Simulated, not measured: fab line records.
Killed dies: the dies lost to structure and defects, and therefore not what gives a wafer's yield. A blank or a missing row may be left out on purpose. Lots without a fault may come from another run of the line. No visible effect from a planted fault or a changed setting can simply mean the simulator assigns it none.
Check for tools in common || flow rit_cmos || 14 lots and 42 wafers in the sample

## WHY IT WAS OPENED
At RIT_PSD_TW_MEAS_10 the reading PSD_TW is flagged on 2 of 14 lots. No-fault wafers: 3413, standard deviation 19.
Rule: flag the lot when none of its wafers has a number, or when each of its wafers that has one lies beyond 4 standard deviations from that mean. All remaining lots are regarded as sound.

{"lot": "L409", "measured": "day 3 07:00", "on": "film_metro-04", "PSD_TW, wafer by wafer": "3416 3396 3417", "flag": ""}
{"lot": "L410", "measured": "day 3 12:21", "on": "film_metro-01", "PSD_TW, wafer by wafer": "3442 3425 3426", "flag": ""}
{"lot": "L411", "measured": "day 3 17:08", "on": "film_metro-04", "PSD_TW, wafer by wafer": "3409 3412 3404", "flag": ""}
{"lot": "L412", "measured": "day 3 21:40", "on": "film_metro-04", "PSD_TW, wafer by wafer": "3406 3383 3394", "flag": ""}
{"lot": "L415", "measured": "day 4 13:23", "on": "film_metro-04", "PSD_TW, wafer by wafer": "3387 3359 3377", "flag": ""}
{"lot": "L416", "measured": "day 4 17:26", "on": "film_metro-02", "PSD_TW, wafer by wafer": "3430 3411 3409", "flag": ""}
{"lot": "L418", "measured": "day 5 03:39", "on": "film_metro-04", "PSD_TW, wafer by wafer": "3415 3417 3421", "flag": ""}
{"lot": "L419", "measured": "day 5 09:52", "on": "film_metro-01", "PSD_TW, wafer by wafer": "3428 3408 3413", "flag": ""}
{"lot": "L420", "measured": "day 5 16:37", "on": "film_metro-02", "PSD_TW, wafer by wafer": "3413 3423 3420", "flag": ""}
{"lot": "L421", "measured": "day 6 01:46", "on": "film_metro-02", "PSD_TW, wafer by wafer": "3422 3427 3396", "flag": ""}
{"lot": "L424", "measured": "day 6 10:30", "on": "film_metro-02", "PSD_TW, wafer by wafer": "3429 3432 3412", "flag": ""}
{"lot": "L425", "measured": "day 6 13:54", "on": "film_metro-02", "PSD_TW, wafer by wafer": "3587 3567 3596", "flag": "FLAGGED"}
{"lot": "L426", "measured": "day 6 19:02", "on": "film_metro-02", "PSD_TW, wafer by wafer": "3568 3556 3556", "flag": "FLAGGED"}
{"lot": "L427", "measured": "day 7 01:23", "on": "film_metro-01", "PSD_TW, wafer by wafer": "3414 3415 3401", "flag": ""}
The mean of the flagged lots' numbers is 3572, +159 from the usual (+8 standard deviations).

## WHICH TOOL RAN EACH LOT
Before the reading, the record contains 3 process steps out of a 202-step route. Read each cell as the tool, then ch plus the chambers that the sampled wafers visited, then the start.
{"lot": "L409", "flag": "", "RIT_PRETRO_STRIP_09": "plasma_asher-04 ch 0,1, day 2 11:47", "RIT_NSD_STRIP_09": "plasma_asher-04 ch 0,1, day 3 05:24", "RIT_PSD_IMPLANT_08": "implanter-04 ch 0, day 3 06:40"}
{"lot": "L410", "flag": "", "RIT_PRETRO_STRIP_09": "plasma_asher-02 ch 0,1, day 2 18:58", "RIT_NSD_STRIP_09": "plasma_asher-01 ch 0,1, day 3 10:38", "RIT_PSD_IMPLANT_08": "implanter-02 ch 0, day 3 12:01"}
{"lot": "L411", "flag": "", "RIT_PRETRO_STRIP_09": "plasma_asher-01 ch 0,1, day 3 00:12", "RIT_NSD_STRIP_09": "plasma_asher-04 ch 0,1, day 3 15:25", "RIT_PSD_IMPLANT_08": "implanter-02 ch 0, day 3 16:48"}
{"lot": "L412", "flag": "", "RIT_PRETRO_STRIP_09": "plasma_asher-01 ch 0,1, day 3 04:38", "RIT_NSD_STRIP_09": "plasma_asher-04 ch 0,1, day 3 20:04", "RIT_PSD_IMPLANT_08": "implanter-02 ch 0, day 3 21:22"}
{"lot": "L415", "flag": "", "RIT_PRETRO_STRIP_09": "plasma_asher-01 ch 0,1, day 3 18:59", "RIT_NSD_STRIP_09": "plasma_asher-01 ch 0,1, day 4 11:43", "RIT_PSD_IMPLANT_08": "implanter-02 ch 0, day 4 13:05"}
{"lot": "L416", "flag": "", "RIT_PRETRO_STRIP_09": "plasma_asher-04 ch 0,1, day 4 00:15", "RIT_NSD_STRIP_09": "plasma_asher-01 ch 0,1, day 4 15:46", "RIT_PSD_IMPLANT_08": "implanter-04 ch 0, day 4 17:08"}
{"lot": "L418", "flag": "", "RIT_PRETRO_STRIP_09": "plasma_asher-04 ch 0,1, day 4 08:59", "RIT_NSD_STRIP_09": "plasma_asher-01 ch 0,1, day 5 02:03", "RIT_PSD_IMPLANT_08": "implanter-04 ch 0, day 5 03:19"}
{"lot": "L419", "flag": "", "RIT_PRETRO_STRIP_09": "plasma_asher-01 ch 0,1, day 4 14:11", "RIT_NSD_STRIP_09": "plasma_asher-02 ch 0,1, day 5 08:00", "RIT_PSD_IMPLANT_08": "implanter-04 ch 0, day 5 09:33"}
{"lot": "L420", "flag": "", "RIT_PRETRO_STRIP_09": "plasma_asher-01 ch 0,1, day 4 23:03", "RIT_NSD_STRIP_09": "plasma_asher-02 ch 0,1, day 5 14:53", "RIT_PSD_IMPLANT_08": "implanter-02 ch 0, day 5 16:17"}
{"lot": "L421", "flag": "", "RIT_PRETRO_STRIP_09": "plasma_asher-04 ch 0,1, day 5 03:14", "RIT_NSD_STRIP_09": "plasma_asher-01 ch 0,1, day 6 00:02", "RIT_PSD_IMPLANT_08": "implanter-02 ch 0, day 6 01:28"}
{"lot": "L424", "flag": "", "RIT_PRETRO_STRIP_09": "plasma_asher-01 ch 0,1, day 5 16:49", "RIT_NSD_STRIP_09": "plasma_asher-04 ch 0,1, day 6 08:47", "RIT_PSD_IMPLANT_08": "implanter-02 ch 0, day 6 10:10"}
{"lot": "L425", "flag": "FLAGGED", "RIT_PRETRO_STRIP_09": "plasma_asher-01 ch 0,1, day 5 19:59", "RIT_NSD_STRIP_09": "plasma_asher-02 ch 0,1, day 6 12:17", "RIT_PSD_IMPLANT_08": "implanter-04 ch 0, day 6 13:35"}
{"lot": "L426", "flag": "FLAGGED", "RIT_PRETRO_STRIP_09": "plasma_asher-02 ch 0,1, day 6 01:40", "RIT_NSD_STRIP_09": "plasma_asher-01 ch 0,1, day 6 17:24", "RIT_PSD_IMPLANT_08": "implanter-04 ch 0, day 6 18:44"}
{"lot": "L427", "flag": "", "RIT_PRETRO_STRIP_09": "plasma_asher-02 ch 0,1, day 6 07:01", "RIT_NSD_STRIP_09": "plasma_asher-04 ch 0,1, day 6 23:40", "RIT_PSD_IMPLANT_08": "implanter-02 ch 0, day 7 01:04"}
What is done by these steps:
- RIT_PRETRO_STRIP_09: strips in O2, time 180 s.
- RIT_NSD_STRIP_09: strips in O2, time 180 s.
- RIT_PSD_IMPLANT_08
- RIT_PSD_TW_MEAS_10

## FLAGGED AGAINST TOTAL, ONE TOOL AT A TIME (gauges that did the reading follow at the end)
{"step": "RIT_PRETRO_STRIP_09", "tool": "plasma_asher-01", "lots run": 7, "flagged": 1, "share of the flagged lots": "some", "sound lots run after its first flagged lot": 0}
{"step": "RIT_PRETRO_STRIP_09", "tool": "plasma_asher-02", "lots run": 3, "flagged": 1, "share of the flagged lots": "some", "sound lots run after its first flagged lot": "1 (L427)"}
{"step": "RIT_PRETRO_STRIP_09", "tool": "plasma_asher-04", "lots run": 4, "flagged": 0, "share of the flagged lots": "none", "sound lots run after its first flagged lot": "-"}
{"step": "RIT_NSD_STRIP_09", "tool": "plasma_asher-01", "lots run": 6, "flagged": 1, "share of the flagged lots": "some", "sound lots run after its first flagged lot": 0}
{"step": "RIT_NSD_STRIP_09", "tool": "plasma_asher-02", "lots run": 3, "flagged": 1, "share of the flagged lots": "some", "sound lots run after its first flagged lot": 0}
{"step": "RIT_NSD_STRIP_09", "tool": "plasma_asher-04", "lots run": 5, "flagged": 0, "share of the flagged lots": "none", "sound lots run after its first flagged lot": "-"}
{"step": "RIT_PSD_IMPLANT_08", "tool": "implanter-02", "lots run": 8, "flagged": 0, "share of the flagged lots": "none", "sound lots run after its first flagged lot": "-"}
{"step": "RIT_PSD_IMPLANT_08", "tool": "implanter-04", "lots run": 6, "flagged": 2, "share of the flagged lots": "all", "sound lots run after its first flagged lot": 0}
{"step": "RIT_PSD_TW_MEAS_10", "tool": "film_metro-01", "lots run": 3, "flagged": 0, "share of the flagged lots": "none", "sound lots run after its first flagged lot": "-"}
{"step": "RIT_PSD_TW_MEAS_10", "tool": "film_metro-02", "lots run": 6, "flagged": 2, "share of the flagged lots": "all", "sound lots run after its first flagged lot": 0}
{"step": "RIT_PSD_TW_MEAS_10", "tool": "film_metro-04", "lots run": 5, "flagged": 0, "share of the flagged lots": "none", "sound lots run after its first flagged lot": "-"}

## WHAT IS ALLOWED BY THE TABLE
Every flagged lot went through 2 rows of the table: implanter-04 at RIT_PSD_IMPLANT_08 and film_metro-02 at RIT_PSD_TW_MEAS_10.
- implanter-04 at RIT_PSD_IMPLANT_08 ran 6 lots, 2 of them flagged. It ran its last sound lot, L419, at day 5 09:33 and its first flagged lot, L425, at day 6 13:35: a fault with its onset between the two fits. Its own readings (beam_on_s, dose_ions_cm2) fall more than 4 standard deviations out on all wafers of the flagged lots.
- film_metro-02 at RIT_PSD_TW_MEAS_10 ran 6 lots, 2 of them flagged. It ran its last sound lot, L424, at day 6 10:30 and its first flagged lot, L425, at day 6 13:54: a fault with its onset between the two fits.
A lot count leaves these 2 tools indistinguishable: every one of them fits a fault beginning at some hour. More lots, or a look at what each step does to the wafer, might.

## WHAT WAS PUT IN BY THE SIMULATOR
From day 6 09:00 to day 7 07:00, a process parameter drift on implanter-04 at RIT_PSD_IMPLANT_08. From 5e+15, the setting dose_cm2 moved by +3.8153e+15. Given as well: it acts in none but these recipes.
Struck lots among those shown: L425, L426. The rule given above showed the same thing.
